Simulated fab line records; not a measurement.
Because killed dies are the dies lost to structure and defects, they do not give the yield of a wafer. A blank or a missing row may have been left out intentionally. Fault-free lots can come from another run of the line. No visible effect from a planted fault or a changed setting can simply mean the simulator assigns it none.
fab line records	flow rit_cmos	part 1 of 2: steps 1 to 35 of 46
record: lots: 5	wafers: 15	last_day: 7
route steps=202 shown NRETRO@56 PRETRO@64 GATE@75 FOX2@80 REOX@98
lots that met no fault: from a run of the same line without faults
start_h: start of the lot's first displayed wafer, in hours after the record's first day	wait_h: hours since the lot's step before	" unchanged from the row above	L1.1+2: a single row standing in for several wafers	- value missing, or start not given	* or withheld: withheld	< > ~ a bound
route shown NAME@n: names a module that has steps shown in the file, with the first one's number in the route	usual: the fault-free wafers' mean and standard deviation	same: alike in all rows	chamber/n: place in a boat	sites: per-site readings	_std_site: standard deviation of those values	_edge_site: the outer-site mean with the inner-site mean subtracted	radius_mm: for every site, how far away it sits from the centre of the wafer	mask NAME#n: copy n	behind: the last tool/chamber to shape the wafer	hold: why the lot was held/for how many hours/how that ended	device: which transistor (n, p or np) failed to switch	end of line: the tests these same wafers got at the end of their route	a step without rows: its recipe alone	killed: the dies lost at the first sort to structure and to defects; this is not the yield of the wafer	map: a wafer's dies, x killed, . not, _ none there
set.NAME: the setting the step ran with; set.NAME@STEP: the setting that earlier step ran with	model.NAME: the simulator's own value behind a step, which no gauge read
lots at selected steps of the route; one table per step, one row per wafer
services: when a tool's chamber went out of use (start_h, in hours from the record's first day, below 0 if earlier), for how many hours, and the reason
== steps ==
step: RIT_NRETRO_EXPOSE_03
recipe: mask_id: M4	na: 0.57	target_cd_nm: 43900	dose_mj: 250
same: na: 0.57
lot.wafer	tool	chamber	start_h	wait_h	mask
L076.2+3+6	iline_stepper-01	0	40.52	0.1	M4#0
L079.3+5+6	iline_stepper-01	0	54.48	0.5	M4#0
L082.1+2+6	iline_stepper-01	0	69.65	0.2	M4#0
L095.2+3+4	iline_stepper-01	0	135.89	0.2	M4#0
L097.1+2+3	iline_stepper-01	0	144.85	0.2	M4#0
step: RIT_NRETRO_PEB_04
recipe: resist: NOVOLAK	temp_c: withheld	time_s: withheld
lot.wafer	tool	chamber	start_h	wait_h
L076.2+3+6	litho_track-02	0	40.64	0.1
L079.3+5+6	litho_track-03	0	54.61	0.1
L082.1+2+6	litho_track-02	0	69.77	0.1
L095.2+3+4	litho_track-03	0	136.01	0.1
L097.1+2+3	litho_track-02	0	144.97	0.1
step: RIT_NRETRO_DEVELOP_05
recipe: resist: NOVOLAK	develop_time_s: 68	dev_temp_c: 23
usual: developer_temp_C: 23.03/0.1
lot.wafer	tool	chamber	start_h	wait_h	developer_temp_C
L076.2	litho_track-02	0	-	-	23.08
L076.3	"	0	"	"	23.04
L076.6	"	0	"	"	23.06
L079.3	litho_track-03	0	-	-	22.91
L079.5	"	0	"	"	22.80
L079.6	"	0	"	"	23.03
L082.1	litho_track-02	0	-	-	23.01
L082.2	"	0	"	"	23.24
L082.6	"	0	"	"	23.19
L095.2	litho_track-03	0	-	-	23.06
L095.3	"	0	"	"	23.06
L095.4	"	0	"	"	22.91
L097.1	litho_track-02	0	-	-	22.86
L097.2	"	0	"	"	22.87
L097.3	"	0	"	"	22.92
step: RIT_NRETRO_OVL_MEAS_06
usual: NRETRO_OVL: 0.7/1.2
lot.wafer	tool	chamber	start_h	wait_h	NRETRO_OVL[nm]
L076.2	overlay-02	-	40.94	-	0.5
L076.3	"	-	"	"	1.0
L076.6	"	-	"	"	0.3
L079.3	overlay-01	-	54.89	-	-1.4
L079.5	"	-	"	"	-0.9
L079.6	"	-	"	"	0.1
L082.1	overlay-01	-	70.08	-	-1.6
L082.2	"	-	"	"	-1.8
L082.6	"	-	"	"	-2.0
L095.2	overlay-02	-	136.31	-	1.5
L095.3	"	-	"	"	1.7
L095.4	"	-	"	"	2.3
L097.1	overlay-01	-	145.28	-	-0.8
L097.2	"	-	"	"	0.1
L097.3	"	-	"	"	0.0
step: RIT_NRETRO_HARDBAKE_07
recipe: resist: NOVOLAK	temp_c: 140	time_s: 120
usual: heater_power_total_W: 52.03/0.058
lot.wafer	tool	chamber	start_h	wait_h	heater_power_total_W
L076.2	litho_track-03	0	41.01	0.1	52.04
L076.3	"	0	"	"	51.98
L076.6	"	0	"	"	51.93
L079.3	litho_track-02	0	54.99	0.1	51.97
L079.5	"	0	"	"	51.95
L079.6	"	0	"	"	51.99
L082.1	litho_track-03	0	70.12	0.0	52.09
L082.2	"	0	"	"	51.97
L082.6	"	0	"	"	51.92
L095.2	litho_track-02	0	136.55	0.2	51.97
L095.3	"	0	"	"	52.02
L095.4	"	0	"	"	51.99
L097.1	litho_track-01	0	145.31	0.0	52.01
L097.2	"	0	"	"	51.97
L097.3	"	0	"	"	52.05
step: RIT_NRETRO_IMPLANT_08
recipe: species: P	energy_kev: 70	dose_cm2: 1e+13	tilt_deg: 7
same: implant_ion_amu: 31
lot.wafer	tool	chamber	start_h	wait_h
L076.2+3+6	implanter-02	0	41.24	0.2
L079.3+5+6	implanter-03	0	55.21	0.2
L082.1+2+6	implanter-04	0	70.37	0.2
L095.2+3+4	implanter-02	0	136.78	0.2
L097.1+2+3	implanter-03	0	145.56	0.2
step: RIT_NRETRO_STRIP_09
recipe: chemistry: O2	time_s: 180	resist: NOVOLAK	platen_temp_c: withheld	power_w: 500	pressure_mtorr: 4000	o2_flow_sccm: 4000
usual: drypump_motor_current_A: 5.3/0.48	o2_flow_sccm: 3997/12
lot.wafer	tool	chamber	start_h	wait_h	drypump_motor_current_A	o2_flow_sccm	rf_hours_counter_h
L076.2	plasma_asher-03	1	41.37	0.1	5.9	3986	38
L076.3	"	0	"	"	4.7	4010	-
L076.6	"	1	"	"	5.9	3968	-
L079.3	plasma_asher-01	1	55.37	0.1	5.5	3993	-
L079.5	"	0	"	"	5.3	3987	-
L079.6	"	1	"	"	5.6	3987	-
L082.1	plasma_asher-03	0	70.52	0.1	4.7	4007	41
L082.2	"	1	"	"	5.9	4003	41
L082.6	"	0	"	"	4.7	4008	-
L095.2	plasma_asher-01	0	136.91	0.1	5.3	3980	50
L095.3	"	0	"	"	5.3	3984	-
L095.4	"	1	"	"	5.6	3974	-
L097.1	plasma_asher-03	0	145.71	0.1	4.7	3998	50
L097.2	"	1	"	"	5.8	3986	50
L097.3	"	0	"	"	4.7	4017	-
step: RIT_NRETRO_TW_MEAS_10
usual: NRETRO_TW: 1045/6.2
lot.wafer	tool	chamber	start_h	wait_h	NRETRO_TW
L076.2	film_metro-04	-	41.55	0.1	1041
L076.3	"	-	"	"	1043
L076.6	"	-	"	"	1042
L079.3	film_metro-02	-	55.51	0.1	1049
L079.5	"	-	"	"	1052
L079.6	"	-	"	"	1045
L082.1	film_metro-02	-	70.69	0.1	1049
L082.2	"	-	"	"	1049
L082.6	"	-	"	"	1041
L095.2	film_metro-04	-	137.09	0.1	1041
L095.3	"	-	"	"	1040
L095.4	"	-	"	"	1040
L097.1	film_metro-01	-	145.89	0.1	1047
L097.2	"	-	"	"	1045
L097.3	"	-	"	"	1045
step: RIT_PRETRO_HMDS_00
recipe: prime_time_s: 60	prime_temp_c: 140
lot.wafer	tool	chamber	start_h	wait_h
L076.2+3+6	litho_track-01	0	41.63	0.1
L079.3+5+6	litho_track-01	0	55.60	0.1
L082.1+2+6	litho_track-02	0	70.75	0.1
L095.2+3+4	litho_track-01	0	137.17	0.1
L097.1+2+3	litho_track-04	0	145.95	0.1
step: RIT_PRETRO_COAT_01
recipe: resist: NOVOLAK	spin_rpm: 2000	resist_thk_nm: 1300
lot.wafer	tool	chamber	start_h	wait_h
L076.2+3+6	litho_track-01	0	41.78	0.1
L079.3+5+6	litho_track-01	0	55.75	0.1
L082.1+2+6	litho_track-02	0	70.90	0.1
L095.2+3+4	litho_track-01	0	137.32	0.1
L097.1+2+3	litho_track-04	0	146.10	0.1
step: RIT_PRETRO_SOFTBAKE_02
recipe: resist: NOVOLAK	temp_c: 90	time_s: 60
usual: heater_power_total_W: 34.56/0.055
lot.wafer	tool	chamber	start_h	wait_h	heater_power_total_W
L076.2	litho_track-01	0	41.93	0.1	34.56
L076.3	"	0	"	"	34.58
L076.6	"	0	"	"	34.55
L079.3	litho_track-01	0	55.90	0.1	34.51
L079.5	"	0	"	"	34.49
L079.6	"	0	"	"	34.56
L082.1	litho_track-02	0	71.05	0.1	34.56
L082.2	"	0	"	"	34.54
L082.6	"	0	"	"	34.54
L095.2	litho_track-01	0	137.47	0.1	34.59
L095.3	"	0	"	"	34.53
L095.4	"	0	"	"	34.51
L097.1	litho_track-04	0	146.25	0.1	34.66
L097.2	"	0	"	"	34.50
L097.3	"	0	"	"	34.62
step: RIT_PRETRO_EXPOSE_03
recipe: mask_id: M5	na: 0.57	target_cd_nm: 43700	dose_mj: 250
same: na: 0.57
lot.wafer	tool	chamber	start_h	wait_h	mask
L076.2+3+6	iline_stepper-01	0	42.07	0.1	M5#0
L079.3+5+6	iline_stepper-01	0	56.03	0.1	M5#0
L082.1+2+6	iline_stepper-01	0	71.33	0.2	M5#0
L095.2+3+4	iline_stepper-01	0	137.61	0.1	M5#0
L097.1+2+3	iline_stepper-01	0	146.40	0.1	M5#0
step: RIT_PRETRO_PEB_04
recipe: resist: NOVOLAK	temp_c: withheld	time_s: withheld
lot.wafer	tool	chamber	start_h	wait_h
L076.2+3+6	litho_track-02	0	42.25	0.2
L079.3+5+6	litho_track-02	0	56.16	0.1
L082.1+2+6	litho_track-01	0	71.44	0.1
L095.2+3+4	litho_track-02	0	137.73	0.1
L097.1+2+3	litho_track-01	0	146.52	0.1
step: RIT_PRETRO_DEVELOP_05
recipe: resist: NOVOLAK	develop_time_s: 68	dev_temp_c: 23
usual: developer_temp_C: 23.02/0.089
lot.wafer	tool	chamber	start_h	wait_h	developer_temp_C
L076.2	litho_track-02	0	-	-	23.02
L076.3	"	0	"	"	22.88
L076.6	"	0	"	"	22.97
L079.3	litho_track-02	0	-	-	22.83
L079.5	"	0	"	"	23.07
L079.6	"	0	"	"	22.93
L082.1	litho_track-01	0	-	-	22.94
L082.2	"	0	"	"	22.83
L082.6	"	0	"	"	22.89
L095.2	litho_track-02	0	-	-	22.89
L095.3	"	0	"	"	22.99
L095.4	"	0	"	"	23.16
L097.1	litho_track-01	0	-	-	23.14
L097.2	"	0	"	"	23.07
L097.3	"	0	"	"	23.23
step: RIT_PRETRO_OVL_MEAS_06
usual: PRETRO_OVL: 1.0/1.4
lot.wafer	tool	chamber	start_h	wait_h	PRETRO_OVL[nm]
L076.2	overlay-02	-	42.54	-	2.7
L076.3	"	-	"	"	1.8
L076.6	"	-	"	"	1.2
L079.3	overlay-01	-	56.44	-	-0.9
L079.5	"	-	"	"	-1.1
L079.6	"	-	"	"	-2.6
L082.1	overlay-01	-	71.76	-	-0.1
L082.2	"	-	"	"	-1.7
L082.6	"	-	"	"	-0.7
L095.2	overlay-01	-	138.03	-	1.1
L095.3	"	-	"	"	2.0
L095.4	"	-	"	"	2.2
L097.1	overlay-01	-	146.83	-	-0.4
L097.2	"	-	"	"	0.4
L097.3	"	-	"	"	0.1
step: RIT_PRETRO_HARDBAKE_07
recipe: resist: NOVOLAK	temp_c: 140	time_s: 120
usual: heater_power_total_W: 52.03/0.057
lot.wafer	tool	chamber	start_h	wait_h	heater_power_total_W
L076.2	litho_track-02	0	42.62	0.1	51.97
L076.3	"	0	"	"	52.08
L076.6	"	0	"	"	52.11
L079.3	litho_track-01	0	56.55	0.1	52.11
L079.5	"	0	"	"	52.00
L079.6	"	0	"	"	51.97
L082.1	litho_track-01	0	71.79	0.0	52.03
L082.2	"	0	"	"	51.92
L082.6	"	0	"	"	51.94
L095.2	litho_track-02	0	138.10	0.1	52.15
L095.3	"	0	"	"	52.09
L095.4	"	0	"	"	52.09
L097.1	litho_track-04	0	146.87	0.0	51.96
L097.2	"	0	"	"	52.15
L097.3	"	0	"	"	51.99
step: RIT_PRETRO_IMPLANT_08
recipe: species: B	energy_kev: 45	dose_cm2: 1.2e+13	tilt_deg: 7
same: implant_ion_amu: 11
lot.wafer	tool	chamber	start_h	wait_h
L076.2+3+6	implanter-02	0	42.85	0.2
L079.3+5+6	implanter-02	0	56.76	0.2
L082.1+2+6	implanter-02	0	72.04	0.2
L095.2+3+4	implanter-04	0	138.33	0.2
L097.1+2+3	implanter-01	0	147.12	0.2
step: RIT_PRETRO_STRIP_09
recipe: chemistry: O2	time_s: 180	resist: NOVOLAK	platen_temp_c: withheld	power_w: 500	pressure_mtorr: 4000	o2_flow_sccm: 4000
usual: drypump_motor_current_A: 5.4/0.34	o2_flow_sccm: 4000/12
lot.wafer	tool	chamber	start_h	wait_h	drypump_motor_current_A	o2_flow_sccm	rf_hours_counter_h
L076.2	plasma_asher-02	1	42.97	0.1	4.7	3995	25
L076.3	"	1	"	"	4.7	3999	-
L076.6	"	0	"	"	5.7	3994	-
L079.3	plasma_asher-02	1	56.92	0.1	4.7	4007	-
L079.5	"	0	"	"	5.7	4004	-
L079.6	"	1	"	"	4.8	3992	-
L082.1	plasma_asher-04	0	72.19	0.1	5.9	4001	44
L082.2	"	1	"	"	5.4	4018	44
L082.6	"	1	"	"	5.3	3997	-
L095.2	plasma_asher-01	0	138.46	0.1	5.3	3991	50
L095.3	"	0	"	"	5.3	4013	-
L095.4	"	1	"	"	5.6	4001	-
L097.1	plasma_asher-01	0	147.27	0.1	5.3	4018	51
L097.2	"	1	"	"	5.5	4006	51
L097.3	"	0	"	"	5.3	4004	-
step: RIT_PRETRO_TW_MEAS_10
usual: PRETRO_TW: 473.8/2.6
lot.wafer	tool	chamber	start_h	wait_h	PRETRO_TW
L076.2	film_metro-04	-	43.16	0.1	472.0
L076.3	"	-	"	"	471.6
L076.6	"	-	"	"	473.2
L079.3	film_metro-04	-	57.06	0.1	469.8
L079.5	"	-	"	"	473.6
L079.6	"	-	"	"	467.2
L082.1	film_metro-03	-	72.37	0.1	477.9
L082.2	"	-	"	"	475.5
L082.6	"	-	"	"	478.6
L095.2	film_metro-01	-	138.64	0.1	476.9
L095.3	"	-	"	"	474.5
L095.4	"	-	"	"	476.1
L097.1	film_metro-03	-	147.44	0.1	473.1
L097.2	"	-	"	"	470.5
L097.3	"	-	"	"	470.1
step: RIT_GATE_WET_ETCH_00
recipe: chemistry: BOE	target: SiO2	target_depth_nm: 56	time_s: 60	dry: n2_spin	dilution: 10:1	temp_c: 21.5
lot.wafer	tool	chamber	start_h	wait_h
L076.2+3+6	wet_bench-01	2	43.21	0.0
L079.3+5+6	wet_bench-04	2	57.10	0.0
L082.1+2+6	wet_bench-04	3	72.43	0.1
L095.2+3+4	wet_bench-02	2	138.69	0.0
L097.1+2+3	wet_bench-01	0	147.50	0.1
step: RIT_GATE_CLEAN_01
recipe: chemistry: SC1	mix: 3:3:50	time_s: 600	temp_c: 75
lot.wafer	tool	chamber	start_h	wait_h
L076.2+3+6	wet_bench-02	3	43.23	0.0
L079.3+5+6	wet_bench-01	0	57.13	0.0
L082.1+2+6	wet_bench-02	3	72.46	0.0
L095.2+3+4	wet_bench-01	0	138.72	0.0
L097.1+2+3	wet_bench-04	0	147.53	0.0
step: RIT_GATE_CLEAN_02
recipe: chemistry: dHF	dilution: 50:1	time_s: 30
lot.wafer	tool	chamber	start_h	wait_h
L076.2+3+6	wet_bench-04	3	43.42	0.0
L079.3+5+6	wet_bench-02	3	57.30	0.0
L082.1+2+6	wet_bench-01	0	72.63	0.0
L095.2+3+4	wet_bench-02	1	139.07	0.0
L097.1+2+3	wet_bench-02	3	147.72	0.0
step: RIT_GATE_CLEAN_03
recipe: chemistry: SC2	mix: 3:3:50	time_s: 600	temp_c: 75	dry: n2_spin
lot.wafer	tool	chamber	start_h	wait_h
L076.2+3+6	wet_bench-01	2	43.44	0.0
L079.3+5+6	wet_bench-04	0	57.32	0.0
L082.1+2+6	wet_bench-04	1	72.65	0.0
L095.2+3+4	wet_bench-01	3	139.09	0.0
L097.1+2+3	wet_bench-01	2	147.73	0.0
step: RIT_GATE_CLEAN_04
recipe: chemistry: dHF	dilution: 50:1	time_s: 60	dry: n2_spin
lot.wafer	tool	chamber	start_h	wait_h
L076.2+3+6	wet_bench-04	2	43.62	0.0
L079.3+5+6	wet_bench-01	1	57.53	0.0
L082.1+2+6	wet_bench-02	1	72.86	0.0
L095.2+3+4	wet_bench-02	0	139.44	0.0
L097.1+2+3	wet_bench-04	3	147.91	0.0
step: RIT_FOX2_THK_MEAS_91
recipe: reads: SiO2_of_FOX2_OXIDATION_00
usual: FIELD_OXIDE_LEFT_2_THK: 253/6.2
lot.wafer	tool	chamber	start_h	wait_h	FIELD_OXIDE_LEFT_2_THK[nm]
L076.2	film_metro-03	-	43.66	0.0	254
L076.3	"	-	"	"	246
L076.6	"	-	"	"	255
L079.3	film_metro-03	-	57.57	0.0	255
L079.5	"	-	"	"	255
L079.6	"	-	"	"	249
L082.1	film_metro-02	-	72.88	0.0	252
L082.2	"	-	"	"	256
L082.6	"	-	"	"	253
L095.2	film_metro-03	-	139.47	0.0	258
L095.3	"	-	"	"	264
L095.4	"	-	"	"	259
L097.1	film_metro-01	-	147.94	0.0	244
L097.2	"	-	"	"	247
L097.3	"	-	"	"	241
step: RIT_GATE_OXIDATION_05
recipe: temp_c: 900	ambient: O2	target_thk_a: 30	ox_time_s: 270
lot.wafer	tool	chamber	start_h	wait_h
L076.2+3+6	furnace-02	0	43.71	0.0
L079.3+5+6	furnace-03	0	57.61	0.0
L082.1+2+6	furnace-04	0	73.37	0.5
L095.2+3+4	furnace-03	0	139.52	0.0
L097.1+2+3	furnace-02	0	148.27	0.3
step: RIT_GATE_ANNEAL_06
recipe: temp_c: 900	time_s: 600	ambient: N2O
lot.wafer	tool	chamber	start_h	wait_h
L076.2+3+6	furnace-02	0	44.78	0.0
L079.3+5+6	furnace-03	0	58.69	0.0
L082.1+2+6	furnace-04	0	74.44	0.0
L095.2+3+4	furnace-03	0	140.60	0.0
L097.1+2+3	furnace-02	0	149.34	0.0
step: RIT_GATE_THK_MEAS_07
recipe: reads: SiO2_of_GATE_OXIDATION_05
usual: GATE_OXIDE_THK: 3.02/0.058
lot.wafer	tool	chamber	start_h	wait_h	GATE_OXIDE_THK[nm]
L076.2	film_metro-03	-	45.04	0.0	3.10
L076.3	"	-	"	"	3.07
L076.6	"	-	"	"	3.10
L079.3	film_metro-02	-	58.96	0.0	2.95
L079.5	"	-	"	"	3.03
L079.6	"	-	"	"	2.96
L082.1	film_metro-03	-	74.69	0.0	3.04
L082.2	"	-	"	"	3.05
L082.6	"	-	"	"	3.06
L095.2	film_metro-01	-	140.86	0.0	3.02
L095.3	"	-	"	"	3.03
L095.4	"	-	"	"	3.02
L097.1	film_metro-03	-	149.59	0.0	3.01
L097.2	"	-	"	"	3.02
L097.3	"	-	"	"	3.02
step: RIT_GATE_CVD_08
recipe: material: poly-Si	target_thk_nm: 250	temp_c: 610	precursor: SiH4	time_s: 2220	pressure_mtorr: 300	sih4_flow_sccm: 100
lot.wafer	tool	chamber	start_h	wait_h
L076.2+3+6	lpcvd-02	0	45.09	0.0
L079.3+5+6	lpcvd-02	0	59.00	0.0
L082.1+2+6	lpcvd-02	1	74.75	0.1
L095.2+3+4	lpcvd-01	1	140.91	0.0
L097.1+2+3	lpcvd-01	1	149.65	0.1
step: RIT_GATE_THK_MEAS_09
recipe: reads: poly-Si_of_GATE_CVD_08
usual: GATE_POLY_THK: 249.8/1.9
lot.wafer	tool	chamber	start_h	wait_h	GATE_POLY_THK[nm]
L076.2	film_metro-01	-	46.72	0.0	249.2
L076.3	"	-	"	"	249.8
L076.6	"	-	"	"	247.7
L079.3	film_metro-02	-	60.63	0.0	250.7
L079.5	"	-	"	"	249.7
L079.6	"	-	"	"	252.2
L082.1	film_metro-01	-	76.37	0.0	247.1
L082.2	"	-	"	"	247.5
L082.6	"	-	"	"	246.3
L095.2	film_metro-03	-	142.53	0.0	246.4
L095.3	"	-	"	"	247.4
L095.4	"	-	"	"	248.2
L097.1	film_metro-01	-	151.27	0.0	250.6
L097.2	"	-	"	"	254.0
L097.3	"	-	"	"	248.9
step: RIT_GATE_HMDS_10
recipe: prime_time_s: 60	prime_temp_c: 140
lot.wafer	tool	chamber	start_h	wait_h
L076.2+3+6	litho_track-03	0	46.96	0.2
L079.3+5+6	litho_track-01	0	60.72	0.1
L082.1+2+6	litho_track-03	0	76.43	0.1
L095.2+3+4	litho_track-04	0	142.61	0.1
L097.1+2+3	litho_track-01	0	151.33	0.1
step: RIT_GATE_COAT_11
recipe: resist: NOVOLAK	spin_rpm: 4250	resist_thk_nm: 850
lot.wafer	tool	chamber	start_h	wait_h
L076.2+3+6	litho_track-03	0	47.11	0.1
L079.3+5+6	litho_track-01	0	60.87	0.1
L082.1+2+6	litho_track-03	0	76.58	0.1
L095.2+3+4	litho_track-04	0	142.76	0.1
L097.1+2+3	litho_track-01	0	151.48	0.1
step: RIT_GATE_SOFTBAKE_12
recipe: resist: NOVOLAK	temp_c: 90	time_s: 60
usual: heater_power_total_W: 34.55/0.052
lot.wafer	tool	chamber	start_h	wait_h	heater_power_total_W
L076.2	litho_track-03	0	47.26	0.1	34.64
L076.3	"	0	"	"	34.57
L076.6	"	0	"	"	34.59
L079.3	litho_track-01	0	61.02	0.1	34.53
L079.5	"	0	"	"	34.57
L079.6	"	0	"	"	34.63
L082.1	litho_track-03	0	76.73	0.1	34.60
L082.2	"	0	"	"	34.58
L082.6	"	0	"	"	34.62
L095.2	litho_track-04	0	142.91	0.1	34.60
L095.3	"	0	"	"	34.53
L095.4	"	0	"	"	34.57
L097.1	litho_track-01	0	151.63	0.1	34.60
L097.2	"	0	"	"	34.55
L097.3	"	0	"	"	34.53
step: RIT_GATE_EXPOSE_13
recipe: mask_id: M6	na: 0.6	source_shape: conventional	sigma_outer: 0.6	target_cd_nm: 150	dose_mj: 380
same: na: 0.6	sigma_outer: 0.6
lot.wafer	tool	chamber	start_h	wait_h	mask
L076.2+3+6	iline_stepper-02	0	47.53	0.2	M6#0
L079.3+5+6	iline_stepper-02	0	61.16	0.1	M6#0
L082.1+2+6	iline_stepper-02	0	76.88	0.1	M6#0
L095.2+3+4	iline_stepper-01	0	143.18	0.2	M6#0
L097.1+2+3	iline_stepper-01	0	151.78	0.1	M6#0
step: RIT_GATE_PEB_14
recipe: resist: NOVOLAK	temp_c: withheld	time_s: withheld
lot.wafer	tool	chamber	start_h	wait_h
L076.2+3+6	litho_track-03	0	47.69	0.1
L079.3+5+6	litho_track-01	0	61.29	0.1
L082.1+2+6	litho_track-01	0	77.04	0.1
L095.2+3+4	litho_track-04	0	143.30	0.1
L097.1+2+3	litho_track-04	0	151.90	0.1
